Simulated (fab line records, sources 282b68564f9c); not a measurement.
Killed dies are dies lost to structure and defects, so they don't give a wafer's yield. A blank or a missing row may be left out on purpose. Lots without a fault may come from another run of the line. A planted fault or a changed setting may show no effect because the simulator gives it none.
fab line records | flow rit_cmos
record lots=14 wafers=42 last_day=7
route steps=202 shown NWELL@36 M1@202
lots that met no fault: from a run of the same line without faults
start_h: hours from the record's first day to the start of the lot's first wafer shown | wait_h: hours since the lot's step before | " the same as in the row above | L1.1+2: a row that stands for several wafers | - no value, or no start given | * or withheld: withheld | < > ~ a bound
route shown NAME@n: a module of which the file shows steps, and the number in the route of the first | usual: mean/standard deviation of fault-free wafers | same: alike in all rows | chamber/n: place in a boat | sites: the reading at each site | _std_site: their standard deviation | _edge_site: outer sites' mean less inner sites' | radius_mm: how far each site lies from the wafer's centre | mask NAME#n: copy n | behind: the tool/chamber that last shaped the wafer | hold: why the lot was held/for how many hours/how that ended | device: the transistor (n, p or np) that didn't switch | end of line: the same wafers' tests at the end of the route | a step without rows: its recipe alone | killed: dies lost to structure and defects at the first sort, not the wafer's yield | map: a wafer's dies, x killed, . not, _ none there
set.NAME: the setting as run; set.NAME@STEP: as run at that earlier step | model.NAME: the simulator's own value behind a step, which no gauge read
steps of the route over a sample of lots; a table a step, a row a wafer
services: from which hour (start_h, from the record's first day; less than 0 if before it) a tool's chamber was out of use, for how many hours, and why
## steps
# step RIT_NWELL_IMPLANT_08
# recipe species=P energy_kev=170 dose_cm2=5e+13 tilt_deg=7
# usual beam_on_s=10.01/0.2 end_station_pressure_torr=5.12e-06/2.6e-07 faraday_current_uA=159/3.2
# columns lot.wafer tool chamber start_h wait_h beam_on_s end_station_pressure_torr faraday_current_uA
L669.1 implanter-03 0 22.06 0.2 10.42 5.44e-06 152
L669.2 " 0 " " 10.39 4.89e-06 153
L669.4 " 0 " " 10.42 5.31e-06 151
L670.1 implanter-01 0 26.31 0.2 10.12 5.34e-06 157
L670.2 " 0 " " 10.12 5.48e-06 156
L670.5 " 0 " " 10.06 5.07e-06 157
L671.2 implanter-04 0 31.56 0.2 10.32 5.3e-06 153
L671.4 " 0 " " 10.02 5.22e-06 158
L671.6 " 0 " " 9.87 5.21e-06 160
L672.1 implanter-03 0 37.56 0.2 10.27 4.96e-06 154
L672.3 " 0 " " 9.99 4.64e-06 158
L672.6 " 0 " " 10.39 5.35e-06 153
L673.1 implanter-04 0 41.73 0.2 9.86 4.94e-06 161
L673.4 " 0 " " 10.01 5.07e-06 158
L673.6 " 0 " " 10.09 5.56e-06 157
L674.1 implanter-03 0 48.74 0.2 10.24 5.35e-06 155
L674.2 " 0 " " 10.39 4.87e-06 153
L674.4 " 0 " " 10.10 5.18e-06 157
L678.3 implanter-03 0 67.89 0.2 9.90 5.26e-06 161
L678.4 " 0 " " 9.81 5.16e-06 162
L678.5 " 0 " " 9.97 4.85e-06 159
L680.1 implanter-04 0 77.28 0.2 10.34 4.96e-06 153
L680.3 " 0 " " 10.00 5.4e-06 159
L680.6 " 0 " " 9.84 5.49e-06 161
L682.1 implanter-04 0 86.68 0.2 7.85 5.36e-06 202
L682.2 " 0 " " 8.17 5.1e-06 194
L682.6 " 0 " " 7.94 4.68e-06 200
L683.3 implanter-04 0 94.19 0.2 8.02 4.98e-06 199
L683.4 " 0 " " 7.84 5.33e-06 202
L683.5 " 0 " " 7.91 4.87e-06 200
L686.1 implanter-01 0 107.46 0.2 9.81 5.54e-06 162
L686.3 " 0 " " 9.90 5.36e-06 160
L686.4 " 0 " " 10.16 4.87e-06 156
L687.1 implanter-03 0 112.43 0.2 9.79 4.84e-06 162
L687.2 " 0 " " 10.01 5.12e-06 159
L687.6 " 0 " " 9.98 5.77e-06 159
L688.1 implanter-01 0 117.51 0.2 10.18 5.14e-06 156
L688.5 " 0 " " 10.06 4.91e-06 159
L688.6 " 0 " " 10.04 4.72e-06 158
L690.1 implanter-01 0 125.99 0.2 9.67 4.99e-06 164
L690.3 " 0 " " 9.97 5.04e-06 160
L690.4 " 0 " " 10.12 5.2e-06 156
# step RIT_NWELL_TW_MEAS_10
# usual NWELL_TW=2151/21
# columns lot.wafer tool chamber start_h wait_h NWELL_TW
L669.1 film_metro-04 - 22.39 0.1 2175
L669.2 " - " " 2168
L669.4 " - " " 2191
L670.1 film_metro-04 - 26.63 0.1 2180
L670.2 " - " " 2177
L670.5 " - " " 2186
L671.2 film_metro-04 - 31.87 0.1 2180
L671.4 " - " " 2170
L671.6 " - " " 2197
L672.1 film_metro-01 - 37.88 0.1 2118
L672.3 " - " " 2104
L672.6 " - " " 2106
L673.1 film_metro-03 - 42.05 0.1 2169
L673.4 " - " " 2161
L673.6 " - " " 2146
L674.1 film_metro-03 - 49.07 0.1 2146
L674.2 " - " " 2146
L674.4 " - " " 2154
L678.3 film_metro-01 - 68.19 0.1 2119
L678.4 " - " " 2099
L678.5 " - " " 2101
L680.1 film_metro-04 - 77.60 0.1 2169
L680.3 " - " " 2184
L680.6 " - " " 2173
L682.1 film_metro-03 - 87.01 0.1 2010
L682.2 " - " " 2011
L682.6 " - " " 2013
L683.3 film_metro-03 - 94.49 0.1 2008
L683.4 " - " " 2004
L683.5 " - " " 2007
L686.1 film_metro-03 - 107.79 0.1 2156
L686.3 " - " " 2147
L686.4 " - " " 2153
L687.1 film_metro-01 - 112.75 0.1 2142
L687.2 " - " " 2128
L687.6 " - " " 2123
L688.1 film_metro-03 - 117.83 0.1 2153
L688.5 " - " " 2156
L688.6 " - " " 2149
L690.1 film_metro-03 - 126.31 0.1 2149
L690.3 " - " " 2145
L690.4 " - " " 2145
# step RIT_WELLDRIVE_RS_MEAS_01
# recipe thk_meas_gauge=four-point-probe
# usual NWELL_RS=275.7/0.68
# columns lot.wafer tool chamber start_h wait_h NWELL_RS[ohm/sq]
L669.1 film_metro-03 - 29.15 0.0 274.6
L669.2 " - " " 275.8
L669.4 " - " " 276.1
L670.1 film_metro-03 - 34.23 0.0 276.6
L670.2 " - " " 276.7
L670.5 " - " " 276.3
L671.2 film_metro-03 - 39.34 0.0 274.2
L671.4 " - " " 274.9
L671.6 " - " " 274.1
L672.1 film_metro-04 - 45.18 0.0 275.1
L672.3 " - " " 275.6
L672.6 " - " " 275.1
L673.1 film_metro-04 - 49.84 0.0 275.0
L673.4 " - " " 274.9
L673.6 " - " " 275.0
L674.1 film_metro-03 - 56.66 0.0 276.5
L674.2 " - " " 275.5
L674.4 " - " " 275.3
L678.3 film_metro-01 - 75.47 0.0 276.2
L678.4 " - " " 275.6
L678.5 " - " " 276.0
L680.1 film_metro-03 - 85.12 0.0 275.2
L680.3 " - " " 274.6
L680.6 " - " " 275.1
L682.1 film_metro-04 - 94.56 0.0 316.3
L682.2 " - " " 316.7
L682.6 " - " " 316.4
L683.3 film_metro-01 - 101.20 0.0 316.7
L683.4 " - " " 317.7
L683.5 " - " " 317.3
L686.1 film_metro-04 - 114.75 0.0 275.5
L686.3 " - " " 277.0
L686.4 " - " " 275.3
L687.1 film_metro-03 - 120.28 0.0 275.3
L687.2 " - " " 276.1
L687.6 " - " " 276.7
L688.1 film_metro-01 - 124.98 0.0 275.7
L688.5 " - " " 275.1
L688.6 " - " " 275.2
L690.1 film_metro-03 - 133.19 0.0 275.5
L690.3 " - " " 274.9
L690.4 " - " " 274.7
# step RIT_M1_PROBE_99
# usual killed_at_M0_to_M3=0.0/0.083 killed_at_contacts=0.1/0.35 killed_at_front_end=6.9/2.8 killed_dies=7.0/2.8 killed_open=3.4/2 killed_short=3.5/2.1
# same gross_dies=264 killed_at_M4_up=0 killed_at_back_side=0 killed_at_other=0
# columns lot.wafer tool chamber start_h wait_h killed_at_M0_to_M3 killed_at_contacts killed_at_front_end killed_dies killed_open killed_short
L669.1 prober-01 - 60.12 0.1 0 1 3 4 2 2
L669.2 prober-01 - 60.17 0.1 0 0 10 10 5 5
L669.4 prober-01 - 60.27 0.2 0 0 4 4 1 3
L670.1 prober-02 - 65.90 0.1 0 0 13 13 4 9
L670.2 prober-02 - 65.95 0.1 0 0 5 5 0 5
L670.5 prober-02 - 66.10 0.2 0 0 13 13 6 7
L671.2 prober-01 - 69.72 0.1 0 0 10 10 4 6
L671.4 prober-01 - 69.82 0.2 0 0 5 5 5 0
L671.6 prober-01 - 69.92 0.2 0 0 5 5 2 3
L672.1 prober-02 - 78.25 0.1 0 0 4 4 3 1
L672.3 prober-02 - 78.35 0.2 0 0 8 8 7 1
L672.6 prober-02 - 78.50 0.2 0 0 7 7 4 3
L673.1 prober-01 - 83.06 0.1 0 0 7 7 0 7
L673.4 prober-01 - 83.21 0.2 0 0 9 9 4 5
L673.6 prober-01 - 83.31 0.2 0 0 7 7 5 2
L674.1 prober-02 - 86.86 0.1 0 0 8 8 3 5
L674.4 prober-02 - 87.01 0.2 0 0 7 7 4 3
L678.3 prober-02 - 108.45 0.2 0 0 6 6 3 3
L678.4 prober-02 - 108.50 0.2 0 0 3 3 2 1
L678.5 prober-02 - 108.55 0.2 0 0 8 8 4 4
L680.1 prober-02 - 115.24 0.1 0 0 6 6 3 3
L680.3 prober-02 - 115.34 0.2 0 0 4 4 3 1
L680.6 prober-02 - 115.49 0.2 0 0 4 4 1 3
L682.1 prober-02 - 123.48 0.1 1 0 2 3 1 2
L682.2 prober-02 - 123.53 0.1 0 0 4 4 2 2
L682.6 prober-02 - 123.73 0.2 0 0 6 6 2 4
L683.3 prober-01 - 132.05 0.2 0 0 12 12 5 7
L683.4 prober-01 - 132.10 0.2 0 0 6 6 0 6
L683.5 prober-01 - 132.15 0.2 0 0 4 4 2 2
L686.1 prober-02 - 144.09 0.1 0 0 9 9 4 5
L686.3 prober-02 - 144.19 0.2 0 0 10 10 7 3
L686.4 prober-02 - 144.24 0.2 0 0 7 7 5 2
L687.1 prober-01 - 151.92 0.1 0 1 8 9 2 6
L687.2 prober-01 - 151.97 0.1 0 2 7 9 3 5
L687.6 prober-01 - 152.17 0.2 0 0 7 7 4 3
L688.1 prober-01 - 159.98 0.1 0 0 7 7 1 6
L688.5 prober-01 - 160.18 0.2 0 0 7 7 3 4
L688.6 prober-01 - 160.23 0.2 0 0 9 9 4 5
L690.1 prober-02 - 165.06 0.1 0 1 13 14 4 10
L690.3 prober-02 - 165.16 0.2 0 0 6 6 3 3
L690.4 prober-02 - 165.21 0.2 0 0 7 7 3 4
# killed by level:class
L669.1 GATE:geometric_particle:open=2 GATE:geometric_particle:short=1 CONTACT:geometric_particle:short=1
L669.2 GATE:geometric_particle:short=3 SPACER:geometric_particle:open=3 GATE:geometric_particle:open=2 SPACER:geometric_particle:short=2
L669.4 GATE:geometric_particle:short=2 GATE:geometric_particle:open=1 SPACER:geometric_particle:short=1
L670.1 GATE:geometric_particle:short=4 GATE:geometric_particle:open=3 SPACER:geometric_particle:short=3 FOX1:geometric_particle:short=1 REOX:geometric_particle:short=1 SPACER:geometric_particle:open=1
L670.2 GATE:geometric_particle:short=2 SILICIDE:geometric_particle:short=2 FOX1:geometric_particle:short=1
L670.5 FOX1:geometric_particle:short=3 FOX1:geometric_particle:open=3 GATE:geometric_particle:open=2 GATE:geometric_particle:short=2 SPACER:geometric_particle:short=2 SPACER:geometric_particle:open=1
L671.2 FOX1:geometric_particle:short=4 FOX1:geometric_particle:open=4 GATE:geometric_particle:short=1 SILICIDE:geometric_particle:short=1
L671.4 FOX1:geometric_particle:open=4 GATE:geometric_particle:open=1
L671.6 GATE:geometric_particle:short=2 FOX1:geometric_particle:open=1 FOX2:geometric_particle:open=1 REOX:geometric_particle:short=1
L672.1 GATE:geometric_particle:open=2 GATE:geometric_particle:short=1 REOX:geometric_particle:open=1
L672.3 GATE:geometric_particle:open=4 FOX2:geometric_particle:open=1 REOX:geometric_particle:open=1 REOX:geometric_particle:short=1 SPACER:geometric_particle:open=1
L672.6 REOX:geometric_particle:open=3 FOX1:geometric_particle:short=1 FOX2:geometric_particle:short=1 GATE:geometric_particle:open=1 SILICIDE:geometric_particle:short=1
L673.1 FOX1:geometric_particle:short=2 GATE:geometric_particle:short=2 FOX2:geometric_particle:short=1 REOX:geometric_particle:short=1 SILICIDE:geometric_particle:short=1
L673.4 GATE:geometric_particle:short=3 REOX:geometric_particle:open=2 FOX1:geometric_particle:short=1 FOX1:geometric_particle:open=1 GATE:geometric_particle:open=1 REOX:geometric_particle:short=1
L673.6 FOX2:geometric_particle:open=2 GATE:geometric_particle:short=2 SILICIDE:geometric_particle:open=2 REOX:geometric_particle:open=1
L674.1 GATE:geometric_particle:short=5 GATE:geometric_particle:open=2 FOX1:geometric_particle:open=1
L674.4 GATE:geometric_particle:open=2 SPACER:geometric_particle:short=2 FOX1:geometric_particle:open=1 GATE:geometric_particle:short=1 SPACER:geometric_particle:open=1
L678.3 GATE:geometric_particle:short=3 GATE:geometric_particle:open=1 REOX:geometric_particle:open=1 SPACER:geometric_particle:open=1
L678.4 GATE:geometric_particle:open=1 GATE:geometric_particle:short=1 SPACER:geometric_particle:open=1
L678.5 REOX:geometric_particle:open=3 GATE:geometric_particle:short=2 GATE:geometric_particle:open=1 REOX:geometric_particle:short=1 SPACER:geometric_particle:short=1
L680.1 GATE:geometric_particle:open=2 GATE:geometric_particle:short=1 REOX:geometric_particle:short=1 REOX:geometric_particle:open=1 SPACER:geometric_particle:short=1
L680.3 FOX1:geometric_particle:short=1 FOX2:geometric_particle:open=1 SPACER:geometric_particle:open=1 SILICIDE:geometric_particle:open=1
L680.6 SILICIDE:geometric_particle:short=2 FOX1:geometric_particle:short=1 SILICIDE:geometric_particle:open=1
L682.1 FOX2:geometric_particle:short=1 GATE:geometric_particle:open=1 M1:geometric_particle:short=1
L682.2 FOX1:geometric_particle:short=1 GATE:geometric_particle:open=1 REOX:geometric_particle:open=1 REOX:geometric_particle:short=1
L682.6 FOX1:geometric_particle:short=1 FOX2:geometric_particle:short=1 GATE:geometric_particle:short=1 GATE:geometric_particle:open=1 REOX:geometric_particle:open=1 REOX:geometric_particle:short=1
L683.3 FOX1:geometric_particle:open=3 GATE:geometric_particle:short=2 FOX1:geometric_particle:short=1 FOX2:geometric_particle:short=1 GATE:geometric_particle:open=1 REOX:geometric_particle:open=1 REOX:geometric_particle:short=1 SPACER:geometric_particle:short=1
L683.4 GATE:geometric_particle:short=5 SILICIDE:geometric_particle:short=1
L683.5 FOX1:geometric_particle:open=1 GATE:geometric_particle:open=1 GATE:geometric_particle:short=1 REOX:geometric_particle:short=1
L686.1 GATE:geometric_particle:short=4 FOX2:geometric_particle:open=2 GATE:geometric_particle:open=1 REOX:geometric_particle:open=1 REOX:geometric_particle:short=1
L686.3 GATE:geometric_particle:open=4 REOX:geometric_particle:open=2 SPACER:geometric_particle:short=2 GATE:geometric_particle:short=1 SPACER:geometric_particle:open=1
L686.4 GATE:geometric_particle:open=3 GATE:geometric_particle:short=1 REOX:geometric_particle:short=1 SPACER:geometric_particle:open=1 SILICIDE:geometric_particle:open=1
L687.1 SPACER:geometric_particle:short=3 GATE:geometric_particle:short=2 FOX2:geometric_particle:short=1 GATE:geometric_particle:open=1 SILICIDE:geometric_particle:open=1 CONTACT:coat_microbubble_printed=1
L687.2 GATE:geometric_particle:short=3 GATE:geometric_particle:open=1 REOX:geometric_particle:open=1 SILICIDE:geometric_particle:open=1 SILICIDE:geometric_particle:short=1 CONTACT:geometric_particle:short=1 CONTACT:coat_microbubble_printed=1
L687.6 GATE:geometric_particle:open=2 GATE:geometric_particle:short=2 FOX2:geometric_particle:open=1 SPACER:geometric_particle:open=1 SPACER:geometric_particle:short=1
L688.1 GATE:geometric_particle:short=3 FOX1:geometric_particle:short=1 REOX:geometric_particle:short=1 SPACER:geometric_particle:open=1 SPACER:geometric_particle:short=1
L688.5 GATE:geometric_particle:open=3 FOX1:geometric_particle:short=2 GATE:geometric_particle:short=1 SPACER:geometric_particle:short=1
L688.6 GATE:geometric_particle:short=3 GATE:geometric_particle:open=3 FOX1:geometric_particle:short=1 FOX1:geometric_particle:open=1 REOX:geometric_particle:short=1
L690.1 SPACER:geometric_particle:short=4 GATE:geometric_particle:short=2 SILICIDE:geometric_particle:open=2 ACTIVE:geometric_particle:short=1 FOX1:geometric_particle:short=1 FOX2:geometric_particle:short=1 FOX2:geometric_particle:open=1 SPACER:geometric_particle:open=1
L690.3 REOX:geometric_particle:open=2 FOX2:geometric_particle:short=1 GATE:geometric_particle:open=1 REOX:geometric_particle:short=1 SILICIDE:geometric_particle:short=1
L690.4 GATE:geometric_particle:open=3 FOX1:geometric_particle:short=1 GATE:geometric_particle:short=1 SPACER:geometric_particle:short=1 SILICIDE:geometric_particle:short=1
## services
# columns tool chamber start_h hours kind
implanter-03 - 20.40 0.9 repair
implanter-04 - 23.82 0.7 repair
implanter-03 - 88.29 0.5 repair
implanter-04 - 95.14 2.7 repair
implanter-04 - 115.71 2.6 repair
## key
first_sign step=RIT_NWELL_IMPLANT_08 reading=faraday_current_uA direction=up sigmas=13 usual=159 struck=200
effect step=RIT_NWELL_IMPLANT_08 reading=beam_on_s direction=down sigmas=10 usual=10.01 struck=7.95
effect step=RIT_NWELL_TW_MEAS_10 reading=NWELL_TW direction=down sigmas=6.7 usual=2151 struck=2009
effect step=RIT_WELLDRIVE_RS_MEAS_01 reading=NWELL_RS direction=up sigmas=60 usual=275.7 struck=316.9
met_at RIT_NWELL_IMPLANT_08
struck_lots L682,L683
tester_left_out L682,L683
onset_between 77.28 86.68
fault kind=process_parameter_drift tool=implanter-04 chamber=- onset_h=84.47 steps=RIT_NWELL_IMPLANT_08 channel=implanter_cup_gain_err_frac offset=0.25 shape=step end_h=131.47
# tester_left_out: of these lots the tester's yield and bins aren't shown, on N5 and GAA mostly nor the transistor test; their killed dies are dies lost to structure and defects alone, not to doping, threshold or leakage, so they don't give the yield
